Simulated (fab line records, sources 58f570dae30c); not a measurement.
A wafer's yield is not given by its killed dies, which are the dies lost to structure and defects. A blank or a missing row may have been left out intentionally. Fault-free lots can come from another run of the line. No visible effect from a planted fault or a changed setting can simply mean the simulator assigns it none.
What tool caused it?    flow berkeley-cmos170    12 lots with 36 wafers sampled at 7 steps, on a route of 331 steps

WHAT EACH GAUGE READ, for each wafer
UCB170_PLDD_TW_MEAS_11. Usual: PLDD_TW 1010, standard deviation 9.5.
lot   measured      on             PLDD_TW         flag
L935  day 6 15:57   film-metro-02  1018 1016 1020  
L936  day 7 10:32   film-metro-02  1019 1016 1015  
L938  day 7 11:11   film-metro-04  996 997 1000    
L937  day 7 11:17   film-metro-03  1007 1006 1006  
L939  day 7 19:26   film-metro-03  1007 1010 1006  
L941  day 7 19:45   film-metro-02  1016 1025 1021  
L940  day 7 19:59   film-metro-04  997 999 994     
L943  day 8 14:35   film-metro-04  1003 999 998    
L942  day 8 14:58   film-metro-02  1017 1013 1019  
L948  day 10 02:12  film-metro-04  1001 996 999    
L951  day 10 11:14  film-metro-03  1006 1010 1013  
L957  day 11 18:41  film-metro-02  1023 1023 1023  

UCB170_NSD_TW_MEAS_10. Usual: NSD_TW 4177, standard deviation 41.
lot   measured      on             NSD_TW          flag
L935  day 7 02:44   film-metro-03  4162 4169 4153  
L936  day 7 22:50   film-metro-02  4211 4228 4222  
L938  day 8 00:59   film-metro-04  4141 4148 4121  
L937  day 7 23:33   film-metro-03  4151 4186 4153  
L939  day 8 07:15   film-metro-03  4193 4179 4183  
L941  day 8 06:15   film-metro-03  4199 4197 4191  
L940  day 8 07:39   film-metro-03  4182 4182 4188  
L943  day 9 01:55   film-metro-04  4127 4118 4127  
L942  day 9 01:20   film-metro-02  4256 4236 4223  
L948  day 10 09:59  film-metro-02  4051 4030 4044  OFF
L951  day 11 01:05  film-metro-04  3954 3965 3960  OFF
L957  day 12 06:50  film-metro-04  4122 4129 4136  

UCB170_SDANNEAL_RS_MEAS_03: the measuring method here is four-point-probe. Usual: NSD_RS 37.29 ohm/sq, standard deviation 0.089.
lot   measured      on             NSD_RS (ohm/sq)    flag
L935  day 7 03:58   film-metro-02  37.30 37.33 37.26  
L936  day 8 00:14   film-metro-03  37.29 37.24 37.24  
L938  day 8 02:13   film-metro-03  37.32 37.31 37.22  
L937  day 8 01:11   film-metro-02  37.33 37.34 37.32  
L939  day 8 08:51   film-metro-03  37.10 37.21 37.09  
L941  day 8 07:32   film-metro-02  37.17 37.09 37.15  
L940  day 8 09:04   film-metro-02  37.28 37.23 37.33  
L943  day 9 04:17   film-metro-02  37.33 37.27 37.40  
L942  day 9 03:13   film-metro-04  37.28 37.36 37.43  
L948  day 10 11:36  film-metro-04  45.29 45.49 45.42  OFF
L951  day 11 02:34  film-metro-02  45.52 45.29 45.42  OFF
L957  day 12 08:11  film-metro-04  37.48 37.46 37.43  

UCB170_SDANNEAL_RS_MEAS_05: the measuring method here is four-point-probe. Usual: NLDD_RS 616.7 ohm/sq, standard deviation 1.3.
lot   measured      on             NLDD_RS (ohm/sq)   flag
L935  day 7 04:12   film-metro-02  615.4 617.0 618.2  
L936  day 8 00:28   film-metro-03  617.9 615.9 614.6  
L938  day 8 02:27   film-metro-03  616.2 616.1 616.1  
L937  day 8 01:26   film-metro-02  617.8 615.7 617.5  
L939  day 8 09:05   film-metro-03  614.5 614.7 615.3  
L941  day 8 07:46   film-metro-02  620.3 615.9 618.6  
L940  day 8 09:18   film-metro-02  617.0 616.9 617.5  
L943  day 9 04:31   film-metro-02  617.1 617.1 617.8  
L942  day 9 03:27   film-metro-04  618.3 616.7 617.3  
L948  day 10 11:50  film-metro-04  617.1 616.9 616.9  
L951  day 11 02:48  film-metro-02  616.9 618.2 618.2  
L957  day 12 08:26  film-metro-04  615.7 617.5 616.9  

UCB170_SILICIDE_RS_MEAS_02: the measuring method here is four-point-probe. Usual: SILICIDE_TI_RS 26.0 ohm/sq, standard deviation 0.31.
lot   measured      on             SILICIDE_TI_RS (ohm/sq)  flag
L935  day 7 04:25   film-metro-04  26.7 26.3 26.3           
L936  day 8 00:41   film-metro-02  26.0 25.5 25.2           
L938  day 8 02:40   film-metro-01  26.2 26.4 26.9           
L937  day 8 01:38   film-metro-04  26.0 25.9 26.1           
L939  day 8 09:19   film-metro-04  25.8 25.7 25.4           
L941  day 8 07:59   film-metro-04  26.1 26.1 25.8           
L940  day 8 09:31   film-metro-01  25.8 25.9 26.2           
L943  day 9 04:44   film-metro-04  25.8 26.3 25.9           
L942  day 9 03:40   film-metro-01  26.1 25.6 25.7           
L948  day 10 12:04  film-metro-02  26.4 26.7 26.2           
L951  day 11 03:01  film-metro-01  25.8 26.1 25.8           
L957  day 12 08:38  film-metro-04  26.3 26.3 26.2           

WHICH TOOL RAN EACH LOT (tool, then ch and the chambers of the sampled wafers, then the start)
lot   UCB170_NSD_IMPLANT_08            UCB170_NSD_STRIP_09
L935  implanter-01 ch 0, day 7 02:29   plasma-asher-01 ch 0,1, day 7 02:38
L936  implanter-01 ch 0, day 7 22:35   plasma-asher-03 ch 0, day 7 22:44
L938  implanter-03 ch 0, day 8 00:44   plasma-asher-03 ch 0,1, day 8 00:53
L937  implanter-03 ch 0, day 7 23:21   plasma-asher-01 ch 0,1, day 7 23:27
L939  implanter-03 ch 0, day 8 07:00   plasma-asher-03 ch 0,1, day 8 07:09
L941  implanter-01 ch 0, day 8 06:02   plasma-asher-03 ch 0,1, day 8 06:10
L940  implanter-04 ch 0, day 8 07:25   plasma-asher-01 ch 0,1, day 8 07:32
L943  implanter-01 ch 0, day 9 01:42   plasma-asher-03 ch 0,1, day 9 01:49
L942  implanter-04 ch 0, day 9 01:05   plasma-asher-03 ch 0,1, day 9 01:14
L948  implanter-03 ch 0, day 10 09:46  plasma-asher-01 ch 0,1, day 10 09:54
L951  implanter-03 ch 0, day 11 00:50  plasma-asher-03 ch 0,1, day 11 00:59
L957  implanter-01 ch 0, day 12 06:35  plasma-asher-03 ch 0,1, day 12 06:44
- UCB170_NSD_IMPLANT_08
- UCB170_NSD_STRIP_09: strips in O2.

WHAT THE TOOLS THEMSELVES READ (means of the sampled wafers that have a number; where no wafer has one, the mark that the record gives instead)
UCB170_NSD_IMPLANT_08. Usual: dose-ions-cm2 3e+15, standard deviation 3.5e+12; end-station-pressure-torr 1.25e-05 Torr, standard deviation 6.5e-07; faraday-current-uA 9255, standard deviation 190.
lot   tool          dose-ions-cm2  end-station-pressure-torr (Torr)  faraday-current-uA  flag
L935  implanter-01  3e+15          1.28e-05                          9378                
L936  implanter-01  3e+15          1.22e-05                          9238                
L938  implanter-03  3e+15          1.24e-05                          9280                
L937  implanter-03  3e+15          1.26e-05                          9264                
L939  implanter-03  3e+15          1.31e-05                          9308                
L941  implanter-01  3e+15          1.25e-05                          9350                
L940  implanter-04  3e+15          1.22e-05                          9125                
L943  implanter-01  3e+15          1.32e-05                          9272                
L942  implanter-04  3e+15          1.20e-05                          9247                
L948  implanter-03  2e+15          1.07e-05                          6430                OFF
L951  implanter-03  2e+15          1.03e-05                          6537                OFF
L957  implanter-01  3e+15          1.28e-05                          9010                

UCB170_NSD_STRIP_09. Usual: drypump-motor-current-A 5.8 A, standard deviation 0.34; o2-flow-sccm 399.7 sccm, standard deviation 1.1; oes-product-au 0.534 a.u., standard deviation 0.0043; strip-time-to-endpoint-s 35.80 s, standard deviation 0.072.
lot   tool             drypump-motor-current-A (A)  o2-flow-sccm (sccm)  oes-product-au (a.u.)  strip-time-to-endpoint-s (s)  flag
L935  plasma-asher-01  5.7                          399.7                0.531                  35.80                         
L936  plasma-asher-03  5.8                          400.1                0.536                  35.81                         
L938  plasma-asher-03  5.6                          399.5                0.535                  35.72                         
L937  plasma-asher-01  5.7                          399.9                0.532                  35.75                         
L939  plasma-asher-03  5.6                          400.2                0.530                  35.86                         
L941  plasma-asher-03  5.6                          399.0                0.531                  35.88                         
L940  plasma-asher-01  5.7                          399.1                0.534                  35.86                         
L943  plasma-asher-03  5.7                          399.5                0.531                  35.69                         
L942  plasma-asher-03  5.7                          399.4                0.531                  35.66                         
L948  plasma-asher-01  6.0                          398.3                0.568                  32.52                         OFF
L951  plasma-asher-03  5.7                          400.3                0.567                  32.47                         OFF
L957  plasma-asher-03  5.6                          399.8                0.537                  35.73                         

THE ANSWER, worked out from the rows above alone
Rule: lot off if the mean of its wafers having a number is beyond 3 standard deviations from the usual mean. Also off: a lot with no number at a reading for which 4 or more lots have one. Where the step has rows for the other lots, those lots are counted as sound. First the gauges in route order, then the tools' own readings, where a lot's mean is used as printed above. At the first step where some lot is off, the reading lying furthest off is the one used; lots without a number count as furthest.
Off: L948, L951, seen at UCB170_NSD_TW_MEAS_10 (NSD_TW).
If a tool, at a process step before that reading, ran all the lots that are off and no sound lot after the first of them, it fits. The gauges at UCB170_NSD_TW_MEAS_10 aren't tried: what is off there is off at UCB170_NSD_IMPLANT_08 too, on other tools, and a gauge's error can't cause that. One fits: implanter-03 at UCB170_NSD_IMPLANT_08. A fault onset in the window from L939 (day 8 07:00, its last sound lot) to L948 (day 10 09:46, its first lot off) fits.
The tool's own readings at UCB170_NSD_IMPLANT_08 bear it out: on the lots that are off they differ by more than 5 times the standard deviation of the sound lots' means. dose-ions-cm2 reads 2e+15 there against 3e+15 on the sound lots; end-station-pressure-torr reads 1.05e-05 Torr there against 1.26e-05 Torr on the sound lots; faraday-current-uA reads 6484 there against 9247 on the sound lots.

WHAT WAS PUT IN BY THE SIMULATOR
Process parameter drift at UCB170_NSD_IMPLANT_08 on implanter-03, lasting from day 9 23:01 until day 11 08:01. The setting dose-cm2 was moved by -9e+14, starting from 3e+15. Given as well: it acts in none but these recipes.
Shown lots that were struck: L948, L951. This agrees with what the rule above found.
